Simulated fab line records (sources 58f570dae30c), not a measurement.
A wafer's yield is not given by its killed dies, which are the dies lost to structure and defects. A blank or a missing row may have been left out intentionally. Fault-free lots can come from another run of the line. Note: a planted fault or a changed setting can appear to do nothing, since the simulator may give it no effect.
fab line records | flow berkeley-cmos170 | part 2 of 2: steps 33 to 45 of 45
record lots=5 wafers=15 last-day=11
route steps=331 shown ACTIVE@60 PFIELD@79 FIELD@89 SACOX@97 SCREENOX@100 NVT@104
lots that met no fault: from a run of the same line without faults
start-h: hours from the record's first day to the start of the lot's first wafer shown | wait-h: time in hours since the lot's previous step | " the same as in the row above | L1.1+2: a row that stands for several wafers | - either no value or no given start | * or withheld: withheld | < > ~ a bound
route shown NAME@n: NAME is a module with steps in the file, n the number in the route of the first one | usual: the fault-free wafers' mean and standard deviation | same: alike in all rows | chamber/n: place in a boat | sites: the reading at each site | _std_site: how widely they spread, as a standard deviation | _edge_site: mean of outer sites minus mean of inner sites | radius-mm: for every site, how far away it sits from the centre of the wafer | mask NAME#n: copy n | behind: the most recent tool/chamber to have shaped the wafer | hold: what put the lot on hold/how long, in hours/how the hold closed | device: which transistor (n, p or np) failed to switch | end of line: the tests these same wafers got at the end of their route | for a step that has no rows: nothing shown but its recipe | killed: count of dies lost to structure and defects at first sort (not the wafer's yield) | map: the dies of a wafer, with x for killed, . for not killed, _ for no die there
set.NAME: the setting as run; set.NAME@STEP: as run at that earlier step | model.NAME: the simulator's own value behind a step, which no gauge read
lots at some steps of the route; a table a step, a row a wafer
services: when a tool's chamber went out of use (start-h, in hours from the record's first day, below 0 if earlier), for how many hours, and the reason
## steps
# step UCB170_FIELD_ANNEAL_03
# recipe temp-c=1000 time-s=1200 ambient=N2
# usual zone-power-source-pct=35/3.3
# columns lot.wafer tool chamber start-h wait-h zone-power-source-pct
L080.2 furnace-01 0 109.59 1.2 38
L080.3 " 0 " " 39
L080.5 " 0 " " 38
L082.1 furnace-01 0 127.70 1.7 38
L082.4 " 0 " " 39
L082.6 " 0 " " 38
L088.4 furnace-03 0 158.78 6.6 31
L088.5 " 0 " " 32
L088.6 " 0 " " 32
L089.1 furnace-03 0 158.78 6.7 31
L089.2 " 0 " " 32
L089.4 " 0 " " 31
L095.3 furnace-01 0 194.16 3.0 38
L095.4 " 0 " " 39
L095.6 " 0 " " 38
# step UCB170_FIELD_WET_ETCH_04
# recipe chemistry=dHF dilution=10:1 target=SiO2 temp-c=25 time-s=60
# columns lot.wafer tool chamber start-h wait-h
L080.2+3+5 wet-bench-04 3 110.92 0.0
L082.1+4+6 wet-bench-04 0 129.04 0.0
L088.4+5+6 wet-bench-01 1 160.11 0.0
L089.1+2+4 wet-bench-01 2 160.11 0.0
L095.3+4+6 wet-bench-04 3 195.62 0.1
# step UCB170_FIELD_WET_ETCH_05
# recipe chemistry=H3PO4 target=Si3N4 temp-c=160 time-s=12600
# columns lot.wafer tool chamber start-h wait-h
L080.2+3+5 wet-bench-01 2 110.95 0.0
L082.1+4+6 wet-bench-04 0 129.24 0.2
L088.4+5+6 wet-bench-02 2 160.14 0.0
L089.1+2+4 wet-bench-02 3 160.14 0.0
L095.3+4+6 wet-bench-04 0 195.84 0.2
# step UCB170_FIELD_WET_ETCH_06
# recipe chemistry=BOE dilution=5:1 target=SiO2 temp-c=25 time-s=22
# columns lot.wafer tool chamber start-h wait-h
L080.2+3+5 wet-bench-04 3 114.45 0.0
L082.1+4+6 wet-bench-02 0 133.45 0.4
L088.4+5+6 wet-bench-04 3 163.64 0.0
L089.1+2+4 wet-bench-04 1 163.64 0.0
L095.3+4+6 wet-bench-01 2 199.66 0.0
# step UCB170_FIELD_THK_MEAS_90
# recipe reads=SiO2_of_FIELD_OXIDATION_01
# usual FIELD_OXIDE_LEFT_1_THK=441/10
# columns lot.wafer tool chamber start-h wait-h FIELD_OXIDE_LEFT_1_THK[nm]
L080.2 film-metro-04 - 114.53 0.1 426
L080.3 " - " " 431
L080.5 " - " " 416
L082.1 film-metro-03 - 133.47 0.0 429
L082.4 " - " " 433
L082.6 " - " " 431
L089.1 film-metro-03 - 163.68 0.0 458
L089.2 " - " " 467
L089.4 " - " " 466
L088.4 film-metro-02 - 163.71 0.0 428
L088.5 " - " " 442
L088.6 " - " " 435
L095.3 film-metro-02 - 199.70 0.0 432
L095.4 " - " " 433
L095.6 " - " " 423
# step UCB170_SACOX_CLEAN_00
# recipe chemistry=dHF dilution=25:1 time-s=7.5
# columns lot.wafer tool chamber start-h wait-h
L080.2+3+5 wet-bench-04 1 114.58 0.0
L082.1+4+6 wet-bench-02 3 134.19 0.7
L088.4+5+6 wet-bench-02 1 163.74 0.0
L089.1+2+4 wet-bench-02 0 163.74 0.1
L095.3+4+6 wet-bench-03 3 199.74 0.0
# step UCB170_SACOX_OXIDATION_01
# recipe temp-c=900 ambient=O2 target-thk-a=144 ox-time-s=2400
# usual zone-power-source-pct=26.5/2
# columns lot.wafer tool chamber start-h wait-h zone-power-source-pct
L080.2 furnace-03 0 115.50 0.9 24.5
L080.3 " 0 " " 24.6
L080.5 " 0 " " 24.1
L082.1 furnace-03 0 134.89 0.7 24.8
L082.4 " 0 " " 24.1
L082.6 " 0 " " 24.1
L088.4 furnace-02 0 167.22 3.5 26.3
L088.5 " 0 " " 26.5
L088.6 " 0 " " 26.4
L089.1 furnace-02 0 167.22 3.5 26.3
L089.2 " 0 " " 26.2
L089.4 " 0 " " 26.6
L095.3 furnace-02 0 202.69 2.9 26.8
L095.4 " 0 " " 26.1
L095.6 " 0 " " 26.7
# step UCB170_SACOX_THK_MEAS_02
# recipe reads=SiO2_of_SACOX_OXIDATION_01
# usual SACOX_OXIDE_THK=14.3/0.32
# columns lot.wafer tool chamber start-h wait-h SACOX_OXIDE_THK[nm]
L080.2 film-metro-01 - 117.20 0.0 14.1
L080.3 " - " " 14.5
L080.5 " - " " 14.4
L082.1 film-metro-03 - 136.60 0.0 14.4
L082.4 " - " " 14.8
L082.6 " - " " 14.8
L089.1 film-metro-01 - 168.89 0.0 13.9
L089.2 " - " " 13.9
L089.4 " - " " 13.7
L088.4 film-metro-04 - 168.92 0.0 14.3
L088.5 " - " " 14.5
L088.6 " - " " 14.6
L095.3 film-metro-03 - 204.38 0.0 14.3
L095.4 " - " " 14.3
L095.6 " - " " 14.2
# step UCB170_SCREENOX_WET_ETCH_00
# recipe chemistry=dHF dilution=25:1 target=SiO2 temp-c=25 time-s=200
# columns lot.wafer tool chamber start-h wait-h
L080.2+3+5 wet-bench-04 1 117.25 0.0
L082.1+4+6 wet-bench-04 0 137.08 0.5
L088.4+5+6 wet-bench-04 2 168.95 0.0
L089.1+2+4 wet-bench-04 2 168.95 0.1
L095.3+4+6 wet-bench-04 3 204.56 0.2
# step UCB170_SCREENOX_OXIDATION_01
# recipe temp-c=900 ambient=O2 target-thk-a=144 ox-time-s=2400
# usual zone-power-source-pct=27.9/2
# columns lot.wafer tool chamber start-h wait-h zone-power-source-pct
L080.2 furnace-02 0 118.42 1.1 26.4
L080.3 " 0 " " 26.2
L080.5 " 0 " " 26.1
L082.1 furnace-02 0 139.60 2.5 26.8
L082.4 " 0 " " 26.5
L082.6 " 0 " " 27.4
L088.4 furnace-01 0 171.72 2.7 29.6
L088.5 " 0 " " 29.7
L088.6 " 0 " " 30.2
L089.1 furnace-01 0 171.72 2.7 29.6
L089.2 " 0 " " 29.4
L089.4 " 0 " " 29.7
L095.3 furnace-01 0 208.37 3.7 30.1
L095.4 " 0 " " 29.6
L095.6 " 0 " " 30.0
# step UCB170_SCREENOX_THK_MEAS_02
# recipe reads=SiO2_of_SCREENOX_OXIDATION_01
# usual SCREENOX_OXIDE_THK=14.4/0.32
# columns lot.wafer tool chamber start-h wait-h SCREENOX_OXIDE_THK[nm]
L080.2 film-metro-01 - 120.15 0.1 13.9
L080.3 " - " " 13.6
L080.5 " - " " 14.1
L082.1 film-metro-01 - 141.27 0.0 13.7
L082.4 " - " " 13.7
L082.6 " - " " 13.8
L089.1 film-metro-03 - 173.39 0.0 14.3
L089.2 " - " " 14.2
L089.4 " - " " 14.1
L088.4 film-metro-01 - 173.42 0.0 14.6
L088.5 " - " " 14.7
L088.6 " - " " 14.4
L095.3 film-metro-03 - 210.16 0.1 14.5
L095.4 " - " " 14.4
L095.6 " - " " 14.7
# step UCB170_SCREENOX_ANNEAL_03
# recipe temp-c=900 time-s=900 ambient=N2
# usual zone-power-source-pct=27.2/2.1
# columns lot.wafer tool chamber start-h wait-h zone-power-source-pct
L080.2 furnace-01 0 120.54 0.4 30.6
L080.3 " 0 " " 29.7
L080.5 " 0 " " 30.4
L082.1 furnace-04 0 147.84 6.6 25.0
L082.4 " 0 " " 25.6
L082.6 " 0 " " 25.1
L088.4 furnace-04 0 175.01 1.6 25.0
L088.5 " 0 " " 25.4
L088.6 " 0 " " 25.0
L089.1 furnace-04 0 175.01 1.6 25.2
L089.2 " 0 " " 25.1
L089.4 " 0 " " 25.1
L095.3 furnace-01 0 213.54 3.4 30.0
L095.4 " 0 " " 29.9
L095.6 " 0 " " 30.1
# step UCB170_NVT_HMDS_00
# recipe prime-time-s=60 prime-temp-c=100
# same prime-time-s=60
# columns lot.wafer tool chamber start-h wait-h
L080.2+3+5 litho-track-02 0 122.42 0.6
L082.1+4+6 litho-track-02 0 149.09 0.0
L089.1+2+4 litho-track-01 0 176.53 0.3
L088.4+5+6 litho-track-04 0 176.60 0.3
L095.3+4+6 litho-track-04 0 214.84 0.1
## services
# columns tool chamber start-h hours kind
krf-scanner-01 - 64.64 0.8 pm
krf-scanner-01 - 65.39 4.0 pm
plasma-asher-03 - 67.77 1.9 repair
krf-scanner-02 - 71.38 1.0 pm
krf-scanner-01 - 83.13 3.6 pm
krf-scanner-02 - 86.71 3.6 pm
krf-scanner-01 - 99.09 1.0 pm
krf-scanner-01 - 104.78 1.3 pm
krf-scanner-01 - 106.19 4.1 repair
plasma-asher-03 - 108.75 9.0 pm
rie-diel-01 3 117.56 9.9 repair
krf-scanner-02 - 118.17 14.8 repair
krf-scanner-01 - 128.88 0.6 repair
implanter-03 - 142.89 2.8 repair
implanter-03 - 154.85 2.6 repair
furnace-01 - 158.18 4.1 pm
plasma-asher-03 - 161.00 4.3 pm
krf-scanner-01 - 182.40 1.9 repair
rie-diel-04 2 190.40 9.5 repair
plasma-asher-03 - 192.07 1.9 repair
furnace-03 - 192.94 3.6 pm
implanter-03 - 196.44 2.5 repair
plasma-asher-02 - 205.49 1.3 repair
krf-scanner-02 - 211.42 1.6 repair
